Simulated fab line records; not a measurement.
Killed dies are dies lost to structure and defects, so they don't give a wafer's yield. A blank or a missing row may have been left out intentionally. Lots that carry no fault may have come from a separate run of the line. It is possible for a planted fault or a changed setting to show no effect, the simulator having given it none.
Chamber matching + flow berkeley cmos170 + UCB170_GATE_ETCH_15 on rie si-01: 3 sister chambers
The step etches poly-Si in HBr/Cl2, stops on SiO2, time 56.3 s, target depth 278.2 nm. 6 wafers are shown with their chamber, then 8 later ones without.

## EACH WAFER AND ITS CHAMBER
| wafer  | chamber | throttle valve pct (%) | drypump motor current A (A) |
|--------|---------|------------------------|-----------------------------|
| L361.6 | 0       | 26.38                  | 5.9                         |
| L364.2 | 0       | 26.37                  | 5.8                         |
| L365.1 | 3       | 26.43                  | 5.3                         |
| L365.3 | 1       | 26.52                  | 5.4                         |
| L365.5 | 3       | 26.42                  | 5.4                         |
| L369.2 | 1       | 26.50                  | 5.4                         |

## WAFERS MISSING THEIR CHAMBER
| wafer  | throttle valve pct (%) | drypump motor current A (A) |
|--------|------------------------|-----------------------------|
| L369.3 | 26.43                  | 5.3                         |
| L369.5 | 26.41                  | 5.4                         |
| L372.1 | 26.52                  | 5.4                         |
| L372.4 | 26.44                  | 5.4                         |
| L372.5 | 26.44                  | 5.4                         |
| L374.1 | 26.51                  | 5.4                         |
| L374.3 | 26.46                  | 5.3                         |
| L374.5 | 26.37                  | 5.8                         |

## THE CHAMBER EACH PASSED THROUGH
| wafer  | from the rows above     | in truth |
|--------|-------------------------|----------|
| L369.3 | 3                       | 3        |
| L369.5 | 3                       | 3        |
| L372.1 | 1                       | 1        |
| L372.4 | 3                       | 3        |
| L372.5 | 3                       | 3        |
| L374.1 | 1                       | 1        |
| L374.3 | can't be placed: 3 or 1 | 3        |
| L374.5 | 0                       | 0        |
7 of 8 placed correctly. From these rows, 1 cannot be placed; in 1 the true chamber is one of the candidates. Wrongly placed: 0.
How it was worked out, from the rows above alone: a wafer's distance from a chamber is the root of the sum, over the readings, of the square of ((its reading less the chamber's mean) divided by the reading's scatter). The wafer belongs to the nearest chamber; if the next one is less than 2 further off, it can't be placed. For every chamber, the mean is computed from those of its wafers that are shown. The scatter: the root of (the sum of the squares of (reading less its chamber's mean) over the shown wafers, divided by (wafers less chambers)).
